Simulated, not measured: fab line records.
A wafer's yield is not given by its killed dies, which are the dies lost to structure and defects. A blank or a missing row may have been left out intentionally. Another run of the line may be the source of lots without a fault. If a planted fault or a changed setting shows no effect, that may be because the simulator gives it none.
Which tool did it? / flow berkeleyCmos170 / 14 lots with 42 wafers sampled at 3 steps, on a route of 331 steps

WHAT THE GAUGES SHOWED, per wafer
UCB170_M2_CD_MEAS_90: target cd 700 nm. Usual: 700.2 nm for cdNm, sd 2.4.
lot=L722; measured=day 7 21:59; on=cdSem-01; cdNm (nm)=700.1 699.2 701.5; flag=
lot=L725; measured=day 7 22:17; on=cdSem-01; cdNm (nm)=702.9 695.6 699.2; flag=
lot=L721; measured=day 7 22:33; on=cdSem-02; cdNm (nm)=699.5 700.5 699.2; flag=
lot=L724; measured=day 7 22:41; on=cdSem-01; cdNm (nm)=701.8 699.0 702.3; flag=
lot=L723; measured=day 7 22:54; on=cdSem-01; cdNm (nm)=692.9 698.2 693.8; flag=
lot=L726; measured=day 8 11:21; on=cdSem-01; cdNm (nm)=699.5 702.0 700.5; flag=
lot=L730; measured=day 9 14:55; on=cdSem-01; cdNm (nm)=697.4 702.4 701.5; flag=
lot=L729; measured=day 9 15:34; on=cdSem-01; cdNm (nm)=696.8 698.8 699.3; flag=
lot=L728; measured=day 9 17:55; on=cdSem-01; cdNm (nm)=698.3 701.2 703.0; flag=
lot=L737; measured=day 10 22:15; on=cdSem-01; cdNm (nm)=699.2 700.4 698.9; flag=
lot=L733; measured=day 10 22:41; on=cdSem-02; cdNm (nm)=699.2 700.0 699.9; flag=
lot=L739; measured=day 11 07:25; on=cdSem-01; cdNm (nm)=686.4 686.0 683.7 686.3 686.0 683.7; flag=OFF
lot=L742; measured=day 11 12:31; on=cdSem-01; cdNm (nm)=687.3 685.2 686.3 686.9 685.3 686.4; flag=OFF
lot=L743; measured=day 12 11:01; on=cdSem-01; cdNm (nm)=702.2 698.5 699.2; flag=

WHAT TOOL EACH LOT RAN ON (gives the tool, then ch and the chambers of the sampled wafers, and finally the start)
lot=L722; UCB170_M2_METAL_ETCH_18=rieMetal-03 ch 0,1, day 7 21:41; UCB170_M2_STRIP_19=plasmaAsher-03 ch 0,1, day 7 21:53
lot=L725; UCB170_M2_METAL_ETCH_18=rieMetal-01 ch 0,1, day 7 21:58; UCB170_M2_STRIP_19=plasmaAsher-04 ch 0,1, day 7 22:10
lot=L721; UCB170_M2_METAL_ETCH_18=rieMetal-04 ch 0,1, day 7 22:08; UCB170_M2_STRIP_19=plasmaAsher-02 ch 0,1, day 7 22:20
lot=L724; UCB170_M2_METAL_ETCH_18=rieMetal-03 ch 1, day 7 22:22; UCB170_M2_STRIP_19=plasmaAsher-04 ch 0,1, day 7 22:34
lot=L723; UCB170_M2_METAL_ETCH_18=rieMetal-01 ch 0,1, day 7 22:37; UCB170_M2_STRIP_19=plasmaAsher-03 ch 0,1, day 7 22:48
lot=L726; UCB170_M2_METAL_ETCH_18=rieMetal-04 ch 0,1, day 8 11:02; UCB170_M2_STRIP_19=plasmaAsher-03 ch 1, day 8 11:14
lot=L730; UCB170_M2_METAL_ETCH_18=rieMetal-04 ch 0,1, day 9 14:29; UCB170_M2_STRIP_19=plasmaAsher-03 ch 0,1, day 9 14:41
lot=L729; UCB170_M2_METAL_ETCH_18=rieMetal-01 ch 0,1, day 9 15:17; UCB170_M2_STRIP_19=plasmaAsher-02 ch 0,1, day 9 15:27
lot=L728; UCB170_M2_METAL_ETCH_18=rieMetal-04 ch 0, day 9 17:19; UCB170_M2_STRIP_19=plasmaAsher-02 ch 0,1, day 9 17:42
lot=L737; UCB170_M2_METAL_ETCH_18=rieMetal-01 ch 0,1, day 10 21:56; UCB170_M2_STRIP_19=plasmaAsher-03 ch 0,1, day 10 22:08
lot=L733; UCB170_M2_METAL_ETCH_18=rieMetal-04 ch 0, day 10 22:23; UCB170_M2_STRIP_19=plasmaAsher-03 ch 0,1, day 10 22:35
lot=L739; UCB170_M2_METAL_ETCH_18=rieMetal-01 ch 0,1, day 11 07:06; UCB170_M2_STRIP_19=plasmaAsher-02 ch 0,1, day 11 07:17
lot=L742; UCB170_M2_METAL_ETCH_18=rieMetal-01 ch 0,1, day 11 12:12; UCB170_M2_STRIP_19=plasmaAsher-03 ch 0,1, day 11 12:23
lot=L743; UCB170_M2_METAL_ETCH_18=rieMetal-04 ch 0, day 12 10:33; UCB170_M2_STRIP_19=plasmaAsher-03 ch 0,1, day 12 10:55
- UCB170_M2_METAL_ETCH_18: etches Al in Cl2/BCl3, stops on SiO2, target depth 1170 nm, time 195 s.
- UCB170_M2_STRIP_19: strips in O2.

AS READ BY THE TOOLS THEMSELVES (means over the sampled wafers that have a number; for cases with no such wafer, the mark the record gives instead)
UCB170_M2_METAL_ETCH_18. Usual: chamberPressureMTorr 12.000 mTorr, standard deviation 0.011; drypumpMotorCurrentA 5.8 A, standard deviation 0.4; oesProductAu 0.855 a.u., standard deviation 0.016; throttleValvePct 24.41 %, standard deviation 0.13.
lot=L722; tool=rieMetal-03; chamberPressureMTorr (mTorr)=11.999; drypumpMotorCurrentA (A)=6.0; oesProductAu (a.u.)=0.865; throttleValvePct (%)=24.38; flag=
lot=L725; tool=rieMetal-01; chamberPressureMTorr (mTorr)=12.012; drypumpMotorCurrentA (A)=6.0; oesProductAu (a.u.)=0.837; throttleValvePct (%)=24.49; flag=
lot=L721; tool=rieMetal-04; chamberPressureMTorr (mTorr)=11.992; drypumpMotorCurrentA (A)=5.5; oesProductAu (a.u.)=0.867; throttleValvePct (%)=24.32; flag=
lot=L724; tool=rieMetal-03; chamberPressureMTorr (mTorr)=12.000; drypumpMotorCurrentA (A)=6.1; oesProductAu (a.u.)=0.863; throttleValvePct (%)=24.30; flag=
lot=L723; tool=rieMetal-01; chamberPressureMTorr (mTorr)=11.999; drypumpMotorCurrentA (A)=5.9; oesProductAu (a.u.)=0.829; throttleValvePct (%)=24.49; flag=
lot=L726; tool=rieMetal-04; chamberPressureMTorr (mTorr)=11.998; drypumpMotorCurrentA (A)=5.5; oesProductAu (a.u.)=0.864; throttleValvePct (%)=24.31; flag=
lot=L730; tool=rieMetal-04; chamberPressureMTorr (mTorr)=12.001; drypumpMotorCurrentA (A)=5.6; oesProductAu (a.u.)=0.855; throttleValvePct (%)=24.27; flag=
lot=L729; tool=rieMetal-01; chamberPressureMTorr (mTorr)=11.996; drypumpMotorCurrentA (A)=5.9; oesProductAu (a.u.)=0.835; throttleValvePct (%)=24.48; flag=
lot=L728; tool=rieMetal-04; chamberPressureMTorr (mTorr)=12.006; drypumpMotorCurrentA (A)=5.4; oesProductAu (a.u.)=0.858; throttleValvePct (%)=24.36; flag=
lot=L737; tool=rieMetal-01; chamberPressureMTorr (mTorr)=11.992; drypumpMotorCurrentA (A)=5.9; oesProductAu (a.u.)=0.838; throttleValvePct (%)=24.49; flag=
lot=L733; tool=rieMetal-04; chamberPressureMTorr (mTorr)=12.005; drypumpMotorCurrentA (A)=5.4; oesProductAu (a.u.)=0.870; throttleValvePct (%)=24.38; flag=
lot=L739; tool=rieMetal-01; chamberPressureMTorr (mTorr)=12.008; drypumpMotorCurrentA (A)=5.6; oesProductAu (a.u.)=0.834; throttleValvePct (%)=24.56; flag=
lot=L742; tool=rieMetal-01; chamberPressureMTorr (mTorr)=11.986; drypumpMotorCurrentA (A)=5.6; oesProductAu (a.u.)=0.845; throttleValvePct (%)=24.55; flag=
lot=L743; tool=rieMetal-04; chamberPressureMTorr (mTorr)=12.010; drypumpMotorCurrentA (A)=5.4; oesProductAu (a.u.)=0.864; throttleValvePct (%)=24.38; flag=

UCB170_M2_STRIP_19. Usual: chamberPressureMTorr 3500 mTorr, standard deviation 3.4; drypumpMotorCurrentA 5.6 A, standard deviation 0.33; oesProductAu 0.541 a.u., standard deviation 0.012.
lot=L722; tool=plasmaAsher-03; chamberPressureMTorr (mTorr)=3502; drypumpMotorCurrentA (A)=5.5; oesProductAu (a.u.)=0.542; flag=
lot=L725; tool=plasmaAsher-04; chamberPressureMTorr (mTorr)=3502; drypumpMotorCurrentA (A)=6.2; oesProductAu (a.u.)=0.532; flag=
lot=L721; tool=plasmaAsher-02; chamberPressureMTorr (mTorr)=3500; drypumpMotorCurrentA (A)=5.6; oesProductAu (a.u.)=0.537; flag=
lot=L724; tool=plasmaAsher-04; chamberPressureMTorr (mTorr)=3502; drypumpMotorCurrentA (A)=6.2; oesProductAu (a.u.)=0.543; flag=
lot=L723; tool=plasmaAsher-03; chamberPressureMTorr (mTorr)=3501; drypumpMotorCurrentA (A)=5.5; oesProductAu (a.u.)=0.538; flag=
lot=L726; tool=plasmaAsher-03; chamberPressureMTorr (mTorr)=3499; drypumpMotorCurrentA (A)=5.5; oesProductAu (a.u.)=0.553; flag=
lot=L730; tool=plasmaAsher-03; chamberPressureMTorr (mTorr)=3500; drypumpMotorCurrentA (A)=5.5; oesProductAu (a.u.)=0.538; flag=
lot=L729; tool=plasmaAsher-02; chamberPressureMTorr (mTorr)=3496; drypumpMotorCurrentA (A)=5.3; oesProductAu (a.u.)=0.529; flag=
lot=L728; tool=plasmaAsher-02; chamberPressureMTorr (mTorr)=3501; drypumpMotorCurrentA (A)=5.6; oesProductAu (a.u.)=0.556; flag=
lot=L737; tool=plasmaAsher-03; chamberPressureMTorr (mTorr)=3502; drypumpMotorCurrentA (A)=5.5; oesProductAu (a.u.)=0.533; flag=
lot=L733; tool=plasmaAsher-03; chamberPressureMTorr (mTorr)=3495; drypumpMotorCurrentA (A)=5.5; oesProductAu (a.u.)=0.561; flag=
lot=L739; tool=plasmaAsher-02; chamberPressureMTorr (mTorr)=3500; drypumpMotorCurrentA (A)=5.6; oesProductAu (a.u.)=0.320; flag=OFF
lot=L742; tool=plasmaAsher-03; chamberPressureMTorr (mTorr)=3497; drypumpMotorCurrentA (A)=5.5; oesProductAu (a.u.)=0.317; flag=OFF
lot=L743; tool=plasmaAsher-03; chamberPressureMTorr (mTorr)=3501; drypumpMotorCurrentA (A)=5.5; oesProductAu (a.u.)=0.545; flag=

THE ANSWER, worked out from the rows above alone
Rule: a lot is off if the mean of its wafers that have a number lies more than 3 standard deviations from the usual mean. Also off: a lot with no number at a reading for which 4 or more lots have one. Where the step has rows for the other lots, those lots are counted as sound. First the gauges in route order, then the tools' own readings, where a lot's mean is used as printed above. At the first step where some lot is off, the reading lying furthest off is the one used; lots without a number count as furthest.
Off: L739, L742, at UCB170_M2_CD_MEAS_90 (cdNm).
A tool fits if, at a process step before that reading, it ran every lot that is off, and no sound lot after the first of them. Not tried: the gauges at UCB170_M2_CD_MEAS_90; whatever is off there is also off at UCB170_M2_STRIP_19, on other tools, and gauge error can't account for it. One fits: rieMetal-01 at UCB170_M2_METAL_ETCH_18. Its last sound lot is L737 (day 10 21:56), its first lot that is off L739 (day 11 07:06): a fault that began between those two fits.

WHAT WAS PUT IN BY THE SIMULATOR
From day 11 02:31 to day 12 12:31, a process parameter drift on rieMetal-01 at UCB170_M2_METAL_ETCH_18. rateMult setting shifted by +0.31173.
Struck lots among those shown: L739, L742. The same result came from the rule above.
